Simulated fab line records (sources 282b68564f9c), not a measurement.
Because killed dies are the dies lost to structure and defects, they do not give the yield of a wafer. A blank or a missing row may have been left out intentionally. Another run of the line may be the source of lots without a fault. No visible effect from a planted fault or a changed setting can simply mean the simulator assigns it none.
The tool behind it: which one? / flow ritCmos / Sampling: 14 lots, 42 wafers, 3 of 202 route steps

## WHAT THE GAUGES READ, wafer by wafer
RIT_SDANNEAL_RS_MEAS_04: the measuring method here is four-point-probe. Usual: PSD_RS 115.9 ohm/sq, standard deviation 0.33.
lot=L599; measured=day 3 02:12; on=filmMetro-04; PSD_RS (ohm/sq)=116.5 115.9 116.2; flag=
lot=L602; measured=day 3 20:53; on=filmMetro-01; PSD_RS (ohm/sq)=115.6 115.4 115.2; flag=
lot=L604; measured=day 4 02:05; on=filmMetro-03; PSD_RS (ohm/sq)=116.1 115.9 116.3; flag=
lot=L606; measured=day 4 17:44; on=filmMetro-01; PSD_RS (ohm/sq)=115.4 115.2 115.1; flag=
lot=L607; measured=day 4 22:52; on=filmMetro-01; PSD_RS (ohm/sq)=115.2 115.3 115.5; flag=
lot=L608; measured=day 5 01:22; on=filmMetro-03; PSD_RS (ohm/sq)=116.0 116.0 115.8; flag=
lot=L609; measured=day 5 06:02; on=filmMetro-03; PSD_RS (ohm/sq)=115.6 115.8 116.2; flag=
lot=L610; measured=day 5 18:45; on=filmMetro-03; PSD_RS (ohm/sq)=116.0 116.4 116.4; flag=
lot=L612; measured=day 5 22:38; on=filmMetro-03; PSD_RS (ohm/sq)=115.7 116.1 115.9; flag=
lot=L616; measured=day 6 19:38; on=filmMetro-04; PSD_RS (ohm/sq)=121.0 121.4 121.0; flag=OFF
lot=L617; measured=day 6 23:14; on=filmMetro-03; PSD_RS (ohm/sq)=116.0 115.9 116.0; flag=
lot=L618; measured=day 7 05:37; on=filmMetro-01; PSD_RS (ohm/sq)=121.3 121.2 121.3; flag=OFF
lot=L619; measured=day 7 07:40; on=filmMetro-03; PSD_RS (ohm/sq)=115.9 116.0 115.6; flag=
lot=L621; measured=day 7 16:10; on=filmMetro-01; PSD_RS (ohm/sq)=115.5 116.0 115.9; flag=

RIT_SDANNEAL_RS_MEAS_06: the measuring method here is four-point-probe. Usual: PLDD_RS 180.2 ohm/sq, standard deviation 0.58.
lot=L599; measured=day 3 02:26; on=filmMetro-04; PLDD_RS (ohm/sq)=181.7 181.2 181.6; flag=
lot=L602; measured=day 3 21:07; on=filmMetro-01; PLDD_RS (ohm/sq)=180.2 180.1 179.7; flag=
lot=L604; measured=day 4 02:19; on=filmMetro-03; PLDD_RS (ohm/sq)=180.5 180.2 179.8; flag=
lot=L606; measured=day 4 17:59; on=filmMetro-01; PLDD_RS (ohm/sq)=180.1 179.2 179.7; flag=
lot=L607; measured=day 4 23:06; on=filmMetro-01; PLDD_RS (ohm/sq)=179.2 179.5 179.8; flag=
lot=L608; measured=day 5 01:37; on=filmMetro-03; PLDD_RS (ohm/sq)=180.1 180.6 179.9; flag=
lot=L609; measured=day 5 06:16; on=filmMetro-03; PLDD_RS (ohm/sq)=180.9 181.0 180.6; flag=
lot=L610; measured=day 5 18:59; on=filmMetro-03; PLDD_RS (ohm/sq)=181.0 180.8 181.3; flag=
lot=L612; measured=day 5 22:53; on=filmMetro-03; PLDD_RS (ohm/sq)=179.3 179.8 180.1; flag=
lot=L616; measured=day 6 19:53; on=filmMetro-04; PLDD_RS (ohm/sq)=184.5 184.6 184.8; flag=OFF
lot=L617; measured=day 6 23:29; on=filmMetro-03; PLDD_RS (ohm/sq)=181.0 181.0 180.9; flag=
lot=L618; measured=day 7 05:52; on=filmMetro-01; PLDD_RS (ohm/sq)=184.9 184.6 185.1; flag=OFF
lot=L619; measured=day 7 07:54; on=filmMetro-03; PLDD_RS (ohm/sq)=180.0 180.3 179.8; flag=
lot=L621; measured=day 7 16:24; on=filmMetro-01; PLDD_RS (ohm/sq)=179.4 179.1 180.0; flag=

## TOOL THAT RAN EACH LOT (tool first, then ch and the chambers of the sampled wafers, then the start)
lot=L599; RIT_SDANNEAL_RTA_03=rtpAnneal-02 ch 0, day 3 02:08
lot=L602; RIT_SDANNEAL_RTA_03=rtpAnneal-01 ch 0, day 3 20:49
lot=L604; RIT_SDANNEAL_RTA_03=rtpAnneal-01 ch 0, day 4 02:00
lot=L606; RIT_SDANNEAL_RTA_03=rtpAnneal-01 ch 0, day 4 17:41
lot=L607; RIT_SDANNEAL_RTA_03=rtpAnneal-02 ch 0, day 4 22:49
lot=L608; RIT_SDANNEAL_RTA_03=rtpAnneal-01 ch 0, day 5 01:19
lot=L609; RIT_SDANNEAL_RTA_03=rtpAnneal-02 ch 0, day 5 05:58
lot=L610; RIT_SDANNEAL_RTA_03=rtpAnneal-01 ch 0, day 5 18:41
lot=L612; RIT_SDANNEAL_RTA_03=rtpAnneal-01 ch 0, day 5 22:34
lot=L616; RIT_SDANNEAL_RTA_03=rtpAnneal-01 ch 0, day 6 19:35
lot=L617; RIT_SDANNEAL_RTA_03=rtpAnneal-02 ch 0, day 6 23:10
lot=L618; RIT_SDANNEAL_RTA_03=rtpAnneal-01 ch 0, day 7 05:34
lot=L619; RIT_SDANNEAL_RTA_03=rtpAnneal-02 ch 0, day 7 07:36
lot=L621; RIT_SDANNEAL_RTA_03=rtpAnneal-02 ch 0, day 7 16:06
- RIT_SDANNEAL_RTA_03: time 5 s.

## WHAT THE TOOLS THEMSELVES READ (means of the sampled wafers that have a number; where no wafer has one, the mark that the record gives instead)
RIT_SDANNEAL_RTA_03. Usual: wafer_temp_C_max 1053.4, standard deviation 0.99.
lot=L599 tool=rtpAnneal-02 wafer_temp_C_max=1054.0 flag=
lot=L602 tool=rtpAnneal-01 wafer_temp_C_max=1052.8 flag=
lot=L604 tool=rtpAnneal-01 wafer_temp_C_max=1053.5 flag=
lot=L606 tool=rtpAnneal-01 wafer_temp_C_max=1053.0 flag=
lot=L607 tool=rtpAnneal-02 wafer_temp_C_max=1053.1 flag=
lot=L608 tool=rtpAnneal-01 wafer_temp_C_max=1053.5 flag=
lot=L609 tool=rtpAnneal-02 wafer_temp_C_max=1053.8 flag=
lot=L610 tool=rtpAnneal-01 wafer_temp_C_max=1054.3 flag=
lot=L612 tool=rtpAnneal-01 wafer_temp_C_max=1052.4 flag=
lot=L616 tool=rtpAnneal-01 wafer_temp_C_max=1045.5 flag=OFF
lot=L617 tool=rtpAnneal-02 wafer_temp_C_max=1053.5 flag=
lot=L618 tool=rtpAnneal-01 wafer_temp_C_max=1047.1 flag=OFF
lot=L619 tool=rtpAnneal-02 wafer_temp_C_max=1053.1 flag=
lot=L621 tool=rtpAnneal-02 wafer_temp_C_max=1054.8 flag=

## THE ANSWER, worked out from the rows above alone
Rule: take the mean of a lot's wafers that have a number; if it is more than 3 standard deviations from the usual mean, the lot is off. A lot without any number at a reading at which 4 lots or more have one is off too. Where the step has rows for the other lots, those lots are counted as sound. Order of review: gauges by route order, followed by the tools' own readings, for which a lot's mean as printed above is used. At the first step where some lot is off, the reading lying furthest off is the one used; lots without a number count as furthest.
Off: at RIT_SDANNEAL_RS_MEAS_04 (PSD_RS), L616, L618.
A tool fits if, at a process step before that reading, it ran every lot that is off, and no sound lot after the first of them. The gauges at RIT_SDANNEAL_RS_MEAS_04 aren't tried: what is off there is off at RIT_SDANNEAL_RTA_03 too, on other tools, and a gauge's error can't cause that. One fits: rtpAnneal-01 at RIT_SDANNEAL_RTA_03. A fault onset in the window from L612 (day 5 22:34, its last sound lot) to L616 (day 6 19:35, its first lot off) fits.
On the lots that are off, the tool's own readings at RIT_SDANNEAL_RTA_03 differ by more than 5 times the standard deviation of the sound lots' means, which bears it out; wafer_temp_C_max reads 1046.3 there versus 1053.5 on the sound lots.

## WHAT WAS PUT IN BY THE SIMULATOR
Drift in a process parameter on rtpAnneal-01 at RIT_SDANNEAL_RTA_03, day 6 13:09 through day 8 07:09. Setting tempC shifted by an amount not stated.
Struck lots among those shown: L616, L618. The same result came from the rule above.
